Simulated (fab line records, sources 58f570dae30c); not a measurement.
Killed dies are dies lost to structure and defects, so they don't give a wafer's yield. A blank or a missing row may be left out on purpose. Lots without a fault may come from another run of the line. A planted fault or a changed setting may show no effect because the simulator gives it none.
fab line records | flow berkeley_cmos170
record lots=5 wafers=15 last_day=13
route steps=331 shown GATE@140 PLDD@145 NLDD@158
lots that met no fault: from a run of the same line without faults
start_h: hours from the record's first day to the start of the lot's first wafer shown | wait_h: hours since the lot's step before | " the same as in the row above | L1.1+2: a row that stands for several wafers | - no value, or no start given | * or withheld: withheld | < > ~ a bound
route shown NAME@n: a module of which the file shows steps, and the number in the route of the first | usual: mean/standard deviation of fault-free wafers | same: alike in all rows | chamber/n: place in a boat | sites: the reading at each site | _std_site: their standard deviation | _edge_site: outer sites' mean less inner sites' | radius_mm: how far each site lies from the wafer's centre | mask NAME#n: copy n | behind: the tool/chamber that last shaped the wafer | hold: why the lot was held/for how many hours/how that ended | device: the transistor (n, p or np) that didn't switch | end of line: the same wafers' tests at the end of the route | a step without rows: its recipe alone | killed: dies lost to structure and defects at the first sort, not the wafer's yield | map: a wafer's dies, x killed, . not, _ none there
set.NAME: the setting as run; set.NAME@STEP: as run at that earlier step | model.NAME: the simulator's own value behind a step, which no gauge read
lots at some steps of the route; a table a step, a row a wafer
services: from which hour (start_h, from the record's first day; less than 0 if before it) a tool's chamber was out of use, for how many hours, and why
## steps
# step UCB170_GATE_ETCH_14
# recipe chemistry=N2/H2 target_depth_a=withheld overetch_a=withheld target=BARC time_s=withheld source_w=500 bias_w=100 pressure_mtorr=30 n2_flow_sccm=100 h2_flow_sccm=200
# usual bias_w=100.04/0.28 drypump_motor_current_A=5.7/0.39 oes_product_au=1.003/0.025 throttle_valve_pct=13.22/0.2
# columns lot.wafer tool chamber start_h wait_h bias_w drypump_motor_current_A oes_product_au throttle_valve_pct
L075.1 rie_diel-02 0 170.23 0.0 100.00 5.2 1.010 12.99
L075.2 " 1 " " 99.96 5.6 1.056 13.22
L075.5 " 3 " " 100.11 6.3 0.984 13.03
L082.2 rie_diel-02 3 192.97 0.0 100.35 6.2 0.987 13.02
L082.4 " 2 " " 99.86 5.8 0.991 13.48
L082.5 " 2 " " 100.42 5.8 0.987 13.49
L083.2 rie_diel-02 0 210.26 0.0 100.04 5.2 1.015 12.99
L083.4 " 2 " " 99.97 5.8 0.983 13.50
L083.6 " 1 " " 100.33 5.5 1.054 13.22
L085.1 rie_diel-04 2 210.36 0.0 100.65 6.3 1.030 13.17
L085.3 " 0 " " 100.06 5.5 0.998 13.27
L085.6 " 2 " " 100.33 6.4 1.020 13.13
L093.1 rie_diel-02 3 260.94 0.0 100.15 6.3 0.986 13.02
L093.3 " 1 " " 100.05 5.5 1.041 13.20
L093.6 " 3 " " 99.83 6.3 0.982 13.04
# step UCB170_GATE_ETCH_15
# recipe chemistry=HBr/Cl2 target=poly-Si stop_on=SiO2 over_etch_frac=0.3 icp_w=300 bias_w=150 time_s=56.3 pressure_mtorr=15 HBr_flow_sccm=150 Cl2_flow_sccm=50 target_depth_a=2782
# usual HBr_flow_sccm=150.1/0.43 bias_w=150.0/0.43 drypump_motor_current_A=5.5/0.56 oes_product_au=0.820/0.012 throttle_valve_pct=26.50/0.25
# columns lot.wafer tool chamber start_h wait_h HBr_flow_sccm bias_w drypump_motor_current_A oes_product_au rf_hours_counter_h throttle_valve_pct
L075.1 rie_si-01 3 170.27 - 149.7 149.9 5.5 0.828 88 26.87
L075.2 " 0 " " 149.7 150.2 5.6 0.825 107 26.25
L075.5 " 0 " " 150.4 150.9 5.6 0.822 - 26.26
L082.2 rie_si-01 3 193.01 - 150.2 150.8 5.4 0.821 89 26.85
L082.4 " 2 " " 150.3 149.5 5.5 0.822 49 26.19
L082.5 " 1 " " 150.3 150.4 5.9 0.825 - 26.65
L083.2 rie_si-02 3 210.30 - 150.9 150.2 6.6 0.820 68 26.30
L083.4 " 1 " " 150.4 150.4 5.0 0.837 1 26.67
L083.6 " 3 " " 150.6 150.2 6.5 0.819 - 26.29
L085.1 rie_si-01 1 210.41 - 150.5 150.1 5.9 0.826 30 26.67
L085.3 " 3 " " 150.4 149.6 5.4 0.814 89 26.84
L085.6 " 2 " " 150.0 149.8 5.5 0.813 - 26.19
L093.1 rie_si-02 3 260.98 - 149.8 149.9 6.5 0.818 69 26.29
L093.3 " 0 " " 150.6 149.7 4.8 0.818 15 26.29
L093.6 " 0 " " 150.7 150.2 4.8 0.811 - 26.29
# step UCB170_GATE_STRIP_16
# recipe chemistry=O2 power_w=400 pressure_mtorr=3500 platen_temp_c=withheld o2_flow_sccm=400 overash_fraction=0.5
# usual drypump_motor_current_A=5.5/0.33 oes_product_au=0.724/0.0044
# columns lot.wafer tool chamber start_h wait_h drypump_motor_current_A oes_product_au rf_hours_counter_h
L075.1 plasma_asher-01 0 170.32 0.0 4.9 0.724 5
L075.2 " 1 " " 5.8 0.726 5
L075.5 " 0 " " 5.0 0.725 -
L082.2 plasma_asher-01 0 193.06 0.0 5.0 0.724 7
L082.4 " 1 " " 5.8 0.723 -
L082.5 " 0 " " 5.0 0.732 -
L083.2 plasma_asher-01 0 210.35 0.0 5.0 0.729 8
L083.4 " 1 " " 5.9 0.725 -
L083.6 " 0 " " 5.0 0.728 -
L085.1 plasma_asher-02 1 210.45 0.0 5.3 0.722 50
L085.3 " 0 " " 5.9 0.722 -
L085.6 " 0 " " 5.9 0.722 -
L093.1 plasma_asher-02 1 261.03 0.0 5.3 0.721 56
L093.3 " 1 " " 5.3 0.725 -
L093.6 " 0 " " 5.9 0.720 -
# step UCB170_GATE_CD_MEAS_90
# recipe target_cd_nm=350
# usual cd_nm=349.6/1.4
# columns lot.wafer tool chamber start_h wait_h cd_nm
L075.1 cd_sem-02 - 170.42 0.1 347.3
L075.2 " - " " 345.4
L075.5 " - " " 346.8
L082.2 cd_sem-01 - 193.18 0.1 349.8
L082.4 " - " " 349.9
L082.5 " - " " 350.2
L083.2 cd_sem-02 - 210.59 0.2 347.2
L083.4 " - " " 347.0
L083.6 " - " " 347.2
L085.1 cd_sem-01 - 210.76 0.3 348.3
L085.3 " - " " 350.1
L085.6 " - " " 349.7
L093.1 cd_sem-01 - 261.13 0.1 350.5
L093.3 " - " " 350.1
L093.6 " - " " 349.9
# step UCB170_GATE_CLEAN_17
# recipe chemistry=SPM temp_c=120 time_s=600
# columns lot.wafer tool chamber start_h wait_h
L075.1+2+5 wet_bench-01 2 170.54 0.1
L082.2+4+5 wet_bench-01 2 193.28 0.1
L083.2+4+6 wet_bench-04 3 210.69 0.1
L085.1+3+6 wet_bench-01 0 210.88 0.1
L093.1+3+6 wet_bench-01 2 261.46 0.3
# step UCB170_PLDD_HMDS_00
# recipe prime_time_s=60 prime_temp_c=100
# usual chill_plate_temp_C=22.98/0.11
# columns lot.wafer tool chamber start_h wait_h chill_plate_temp_C
L075.1 litho_track-01 0 170.71 0.0 22.96
L075.2 " 0 " " 23.07
L075.5 " 0 " " 23.00
L082.2 litho_track-01 0 193.62 0.2 22.87
L082.4 " 0 " " 23.08
L082.5 " 0 " " 22.88
L083.2 litho_track-01 0 210.89 0.0 22.95
L083.4 " 0 " " 22.92
L083.6 " 0 " " 22.92
L085.1 litho_track-04 0 211.07 0.0 23.03
L085.3 " 0 " " 23.18
L085.6 " 0 " " 23.20
L093.1 litho_track-04 0 261.63 0.0 22.98
L093.3 " 0 " " 22.79
L093.6 " 0 " " 22.76
# step UCB170_PLDD_COAT_01
# recipe resist=KrF spin_rpm=1500 resist_thk_nm=900
# usual chill_plate_temp_C=23.00/0.11
# columns lot.wafer tool chamber start_h wait_h chill_plate_temp_C
L075.1 litho_track-01 0 170.86 0.1 22.91
L075.2 " 0 " " 22.95
L075.5 " 0 " " 22.86
L082.2 litho_track-01 0 193.77 0.1 23.00
L082.4 " 0 " " 23.18
L082.5 " 0 " " 23.04
L083.2 litho_track-01 0 211.04 0.1 23.13
L083.4 " 0 " " 22.96
L083.6 " 0 " " 22.94
L085.1 litho_track-04 0 211.22 0.1 23.09
L085.3 " 0 " " 23.25
L085.6 " 0 " " 23.03
L093.1 litho_track-04 0 261.78 0.1 22.92
L093.3 " 0 " " 22.92
L093.6 " 0 " " 22.97
# step UCB170_PLDD_SOFTBAKE_02
# recipe resist=KrF temp_c=130 time_s=60
# usual chill_plate_temp_C=23.00/0.11
# columns lot.wafer tool chamber start_h wait_h chill_plate_temp_C
L075.1 litho_track-01 0 171.01 0.1 23.10
L075.2 " 0 " " 22.97
L075.5 " 0 " " 23.14
L082.2 litho_track-01 0 193.92 0.1 22.88
L082.4 " 0 " " 22.91
L082.5 " 0 " " 22.98
L083.2 litho_track-01 0 211.19 0.1 23.08
L083.4 " 0 " " 23.02
L083.6 " 0 " " 23.08
L085.1 litho_track-04 0 211.37 0.1 23.00
L085.3 " 0 " " 22.97
L085.6 " 0 " " 23.02
L093.1 litho_track-04 0 261.93 0.1 23.08
L093.3 " 0 " " 23.11
L093.6 " 0 " " 23.01
# step UCB170_PLDD_EXPOSE_03
# recipe mask_id=PSELECT na=0.5 sigma_outer=0.6 source_shape=conventional target_cd_nm=1200 dose_mj=30
# columns lot.wafer tool chamber start_h wait_h mask
L075.1+2+5 krf_scanner-02 0 171.29 0.2 PSELECT#0
L082.2+4+5 krf_scanner-01 0 194.06 0.1 PSELECT#0
L083.2+4+6 krf_scanner-01 0 211.46 0.2 PSELECT#0
L085.1+3+6 krf_scanner-01 0 211.55 0.2 PSELECT#0
L093.1+3+6 krf_scanner-01 0 262.23 0.3 PSELECT#0
# step UCB170_PLDD_PEB_04
# recipe peb_temp_c=130 peb_time_s=withheld resist=KrF
# usual chill_plate_temp_C=22.98/0.093
# columns lot.wafer tool chamber start_h wait_h chill_plate_temp_C
L075.1 litho_track-01 0 171.41 0.1 23.15
L075.2 " 0 " " 23.05
L075.5 " 0 " " 22.92
L082.2 litho_track-02 0 194.21 0.1 23.15
L082.4 " 0 " " 22.87
L082.5 " 0 " " 22.99
L083.2 litho_track-02 0 211.58 0.1 22.95
L083.4 " 0 " " 22.83
L083.6 " 0 " " 22.96
L085.1 litho_track-02 0 211.83 0.3 22.97
L085.3 " 0 " " 23.12
L085.6 " 0 " " 23.00
L093.1 litho_track-01 0 262.35 0.1 22.93
L093.3 " 0 " " 23.02
L093.6 " 0 " " 23.15
# step UCB170_PLDD_DEVELOP_05
# recipe developer=TMAH develop_time_s=45 resist=KrF dev_temp_c=21
# usual chill_plate_temp_C=23.01/0.11
# columns lot.wafer tool chamber start_h wait_h chill_plate_temp_C
L075.1 litho_track-01 0 - - 23.15
L075.2 " 0 " " 23.14
L075.5 " 0 " " 23.17
L082.2 litho_track-02 0 - - 22.98
L082.4 " 0 " " 22.95
L082.5 " 0 " " 22.95
L083.2 litho_track-02 0 - - 23.09
L083.4 " 0 " " 23.26
L083.6 " 0 " " 23.12
L085.1 litho_track-02 0 - - 22.95
L085.3 " 0 " " 23.14
L085.6 " 0 " " 23.09
L093.1 litho_track-01 0 - - 23.04
L093.3 " 0 " " 22.97
L093.6 " 0 " " 23.02
# step UCB170_PLDD_CD_MEAS_06
# recipe target_cd_nm=1200
# usual cd_nm=1200.0/1.3
# columns lot.wafer tool chamber start_h wait_h cd_nm
L075.1 cd_sem-01 - 171.68 - 1198.7
L075.2 " - " " 1199.7
L075.5 " - " " 1198.8
L082.2 cd_sem-02 - 194.48 - 1198.1
L082.4 " - " " 1198.6
L082.5 " - " " 1199.4
L083.2 cd_sem-01 - 211.85 - 1200.4
L083.4 " - " " 1200.4
L083.6 " - " " 1200.0
L085.1 cd_sem-02 - 212.10 - 1201.2
L085.3 " - " " 1202.7
L085.6 " - " " 1200.5
L093.1 cd_sem-01 - 262.62 - 1201.2
L093.3 " - " " 1201.9
L093.6 " - " " 1201.5
# step UCB170_PLDD_OVL_MEAS_07
# usual PLDD_OVL=-3/4.9
# columns lot.wafer tool chamber start_h wait_h PLDD_OVL[nm]
L075.1 overlay-01 - 171.80 0.1 -6
L075.2 " - " " -6
L075.5 " - " " -7
L082.2 overlay-02 - 194.58 0.1 -10
L082.4 " - " " -7
L082.5 " - " " -12
L083.2 overlay-01 - 211.96 0.1 -8
L083.4 " - " " -10
L083.6 " - " " -12
L085.1 overlay-02 - 212.22 0.1 -4
L085.3 " - " " -6
L085.6 " - " " 2
L093.1 overlay-02 - 262.74 0.1 -4
L093.3 " - " " 3
L093.6 " - " " 0
# step UCB170_PLDD_IMPLANT_08
# recipe species=BF2 dose_cm2=5e+13 energy_kev=10 tilt_deg=7 rotation_deg=0
# usual beam_on_s=10.00/0.2
# same implant_ion_amu=49
# columns lot.wafer tool chamber start_h wait_h beam_on_s
L075.1 implanter-02 0 171.84 0.0 10.04
L075.2 " 0 " " 10.02
L075.5 " 0 " " 10.14
L082.2 implanter-03 0 194.64 0.0 9.91
L082.4 " 0 " " 10.33
L082.5 " 0 " " 9.95
L083.2 implanter-02 0 212.01 0.0 10.24
L083.4 " 0 " " 9.84
L083.6 " 0 " " 10.12
L085.1 implanter-04 0 212.26 0.0 9.83
L085.3 " 0 " " 9.93
L085.6 " 0 " " 10.03
L093.1 implanter-02 0 262.78 0.0 10.10
L093.3 " 0 " " 10.22
L093.6 " 0 " " 10.09
# step UCB170_PLDD_IMPLANT_09
# recipe species=BF2 dose_cm2=5e+13 energy_kev=10 tilt_deg=7 rotation_deg=180
# usual beam_on_s=10.01/0.21
# same implant_ion_amu=49
# columns lot.wafer tool chamber start_h wait_h beam_on_s
L075.1 implanter-02 0 171.99 0.1 10.16
L075.2 " 0 " " 9.82
L075.5 " 0 " " 9.89
L082.2 implanter-03 0 194.79 0.1 10.07
L082.4 " 0 " " 10.26
L082.5 " 0 " " 9.73
L083.2 implanter-02 0 212.16 0.1 10.06
L083.4 " 0 " " 10.15
L083.6 " 0 " " 10.01
L085.1 implanter-04 0 212.41 0.1 9.75
L085.3 " 0 " " 10.08
L085.6 " 0 " " 9.91
L093.1 implanter-02 0 262.93 0.1 10.12
L093.3 " 0 " " 10.31
L093.6 " 0 " " 10.00
# step UCB170_PLDD_STRIP_10
# recipe chemistry=O2 power_w=400 pressure_mtorr=3500 platen_temp_c=withheld o2_flow_sccm=400 overash_fraction=0.5
# usual drypump_motor_current_A=5.5/0.3 oes_product_au=0.734/0.0041 strip_time_to_endpoint_s=21.63/0.055
# columns lot.wafer tool chamber start_h wait_h drypump_motor_current_A oes_product_au rf_hours_counter_h strip_time_to_endpoint_s
L075.1 plasma_asher-01 1 172.14 0.1 5.8 0.732 5 21.62
L075.2 " 0 " " 5.0 0.730 5 21.63
L075.5 " 0 " " 5.0 0.732 - 21.66
L082.2 plasma_asher-03 1 194.91 0.1 5.3 0.739 48 21.69
L082.4 " 0 " " 5.7 0.739 - 21.69
L082.5 " 0 " " 5.7 0.742 - 21.69
L083.2 plasma_asher-01 1 212.29 0.1 5.8 0.739 9 21.67
L083.4 " 0 " " 5.0 0.741 - 21.64
L083.6 " 1 " " 5.9 0.734 - 21.63
L085.1 plasma_asher-04 1 212.56 0.1 5.7 0.734 42 21.52
L085.3 " 0 " " 5.4 0.728 - 21.48
L085.6 " 1 " " 5.7 0.731 - 21.55
L093.1 plasma_asher-01 0 263.08 0.1 5.0 0.730 14 21.58
L093.3 " 0 " " 4.9 0.735 - 21.54
L093.6 " 0 " " 5.0 0.732 - 21.62
# step UCB170_PLDD_TW_MEAS_11
# usual PLDD_TW=1012/9.9
# columns lot.wafer tool chamber start_h wait_h PLDD_TW
L075.1 film_metro-04 - 172.24 0.1 1008
L075.2 " - " " 1016
L075.5 " - " " 1012
L082.2 film_metro-03 - 195.02 0.1 1002
L082.4 " - " " 1004
L082.5 " - " " 1006
L083.2 film_metro-04 - 212.40 0.1 1007
L083.4 " - " " 1013
L083.6 " - " " 1012
L085.1 film_metro-04 - 212.66 0.1 1009
L085.3 " - " " 1010
L085.6 " - " " 1013
L093.1 film_metro-04 - 263.18 0.1 1000
L093.3 " - " " 1009
L093.6 " - " " 1006
# step UCB170_PLDD_CLEAN_12
# recipe chemistry=SPM temp_c=120 time_s=600
# columns lot.wafer tool chamber start_h wait_h
L075.1+2+5 wet_bench-04 3 173.00 0.7
L082.2+4+5 wet_bench-03 2 195.07 0.0
L083.2+4+6 wet_bench-01 2 212.45 0.0
L085.1+3+6 wet_bench-03 1 212.72 0.1
L093.1+3+6 wet_bench-01 2 263.37 0.2
# step UCB170_NLDD_HMDS_00
# recipe prime_time_s=60 prime_temp_c=100
# usual chill_plate_temp_C=22.98/0.11
# columns lot.wafer tool chamber start_h wait_h chill_plate_temp_C
L075.1 litho_track-04 0 173.17 0.0 22.98
L075.2 " 0 " " 23.01
L075.5 " 0 " " 22.87
L082.2 litho_track-03 0 195.30 0.0 22.88
L082.4 " 0 " " 23.04
L082.5 " 0 " " 22.91
L083.2 litho_track-01 0 212.66 0.0 23.08
L083.4 " 0 " " 23.12
L083.6 " 0 " " 23.16
L085.1 litho_track-04 0 212.90 0.0 23.15
L085.3 " 0 " " 22.86
L085.6 " 0 " " 22.93
L093.1 litho_track-01 0 263.54 0.0 23.03
L093.3 " 0 " " 23.00
L093.6 " 0 " " 22.93
# step UCB170_NLDD_COAT_01
# recipe resist=KrF spin_rpm=1500 resist_thk_nm=900
# usual chill_plate_temp_C=22.99/0.1
# columns lot.wafer tool chamber start_h wait_h chill_plate_temp_C
L075.1 litho_track-04 0 173.32 0.1 22.90
L075.2 " 0 " " 23.03
L075.5 " 0 " " 23.08
L082.2 litho_track-03 0 195.45 0.1 23.15
L082.4 " 0 " " 23.02
L082.5 " 0 " " 23.11
L083.2 litho_track-01 0 212.81 0.1 22.99
L083.4 " 0 " " 22.94
L083.6 " 0 " " 22.95
L085.1 litho_track-04 0 213.05 0.1 23.04
L085.3 " 0 " " 22.89
L085.6 " 0 " " 22.89
L093.1 litho_track-01 0 263.69 0.1 22.97
L093.3 " 0 " " 23.01
L093.6 " 0 " " 23.16
# step UCB170_NLDD_SOFTBAKE_02
# recipe resist=KrF temp_c=130 time_s=60
# usual chill_plate_temp_C=22.99/0.1
# columns lot.wafer tool chamber start_h wait_h chill_plate_temp_C
L075.1 litho_track-04 0 173.47 0.1 23.00
L075.2 " 0 " " 23.03
L075.5 " 0 " " 23.00
L082.2 litho_track-03 0 195.60 0.1 22.73
L082.4 " 0 " " 22.76
L082.5 " 0 " " 22.93
L083.2 litho_track-01 0 212.96 0.1 22.91
L083.4 " 0 " " 23.02
L083.6 " 0 " " 22.82
L085.1 litho_track-04 0 213.20 0.1 23.10
L085.3 " 0 " " 23.02
L085.6 " 0 " " 22.96
L093.1 litho_track-01 0 263.84 0.1 22.93
L093.3 " 0 " " 23.13
L093.6 " 0 " " 23.07
# step UCB170_NLDD_EXPOSE_03
# recipe mask_id=NSELECT na=0.5 sigma_outer=0.6 source_shape=conventional target_cd_nm=1200 dose_mj=30
# columns lot.wafer tool chamber start_h wait_h mask
L075.1+2+5 krf_scanner-01 0 173.62 0.1 NSELECT#0
L082.2+4+5 krf_scanner-01 0 195.89 0.3 NSELECT#0
L083.2+4+6 krf_scanner-01 0 213.11 0.1 NSELECT#0
L085.1+3+6 krf_scanner-01 0 213.35 0.1 NSELECT#0
L093.1+3+6 krf_scanner-01 0 263.99 0.1 NSELECT#0
# step UCB170_NLDD_PEB_04
# recipe peb_temp_c=130 peb_time_s=withheld resist=KrF
# usual chill_plate_temp_C=23.04/0.11
# columns lot.wafer tool chamber start_h wait_h chill_plate_temp_C
L075.1 litho_track-04 0 173.74 0.1 23.02
L075.2 " 0 " " 22.96
L075.5 " 0 " " 23.01
L082.2 litho_track-01 0 196.01 0.1 23.00
L082.4 " 0 " " 23.09
L082.5 " 0 " " 23.00
L083.2 litho_track-01 0 213.23 0.1 23.03
L083.4 " 0 " " 23.15
L083.6 " 0 " " 23.10
L085.1 litho_track-03 0 213.46 0.1 22.93
L085.3 " 0 " " 22.93
L085.6 " 0 " " 22.84
L093.1 litho_track-03 0 264.35 0.3 23.15
L093.3 " 0 " " 23.24
L093.6 " 0 " " 23.17
## services
# columns tool chamber start_h hours kind
plasma_asher-04 - 147.44 3.3 repair
plasma_asher-03 - 148.33 2.8 pm
krf_scanner-01 - 150.34 0.4 repair
krf_scanner-02 - 175.49 1.0 pm
implanter-02 - 176.67 2.3 repair
krf_scanner-01 0 180.87 - calibration
krf_scanner-01 - 182.83 1.3 pm
implanter-02 - 201.31 1.2 repair
krf_scanner-01 - 202.54 0.8 pm
rie_diel-04 1 203.94 16.2 repair
krf_scanner-02 - 206.17 0.4 repair
krf_scanner-02 - 211.51 1.3 pm
krf_scanner-02 - 212.81 7.2 pm
implanter-04 - 216.32 2.1 repair
rie_diel-04 - 216.73 1.0 repair
rie_si-01 0 227.67 - clean
rie_si-01 0 227.67 13.4 scheduled_down
rie_si-01 0 227.67 13.4 vent_cycle
rie_diel-04 0 229.30 4.0 repair
implanter-04 - 232.36 2.7 repair
implanter-02 - 238.77 3.5 pm
rie_diel-02 0 241.19 1.7 repair
wet_bench-03 - 249.58 4.4 pm
rie_si-02 1 261.41 3.9 repair
## key
fault none
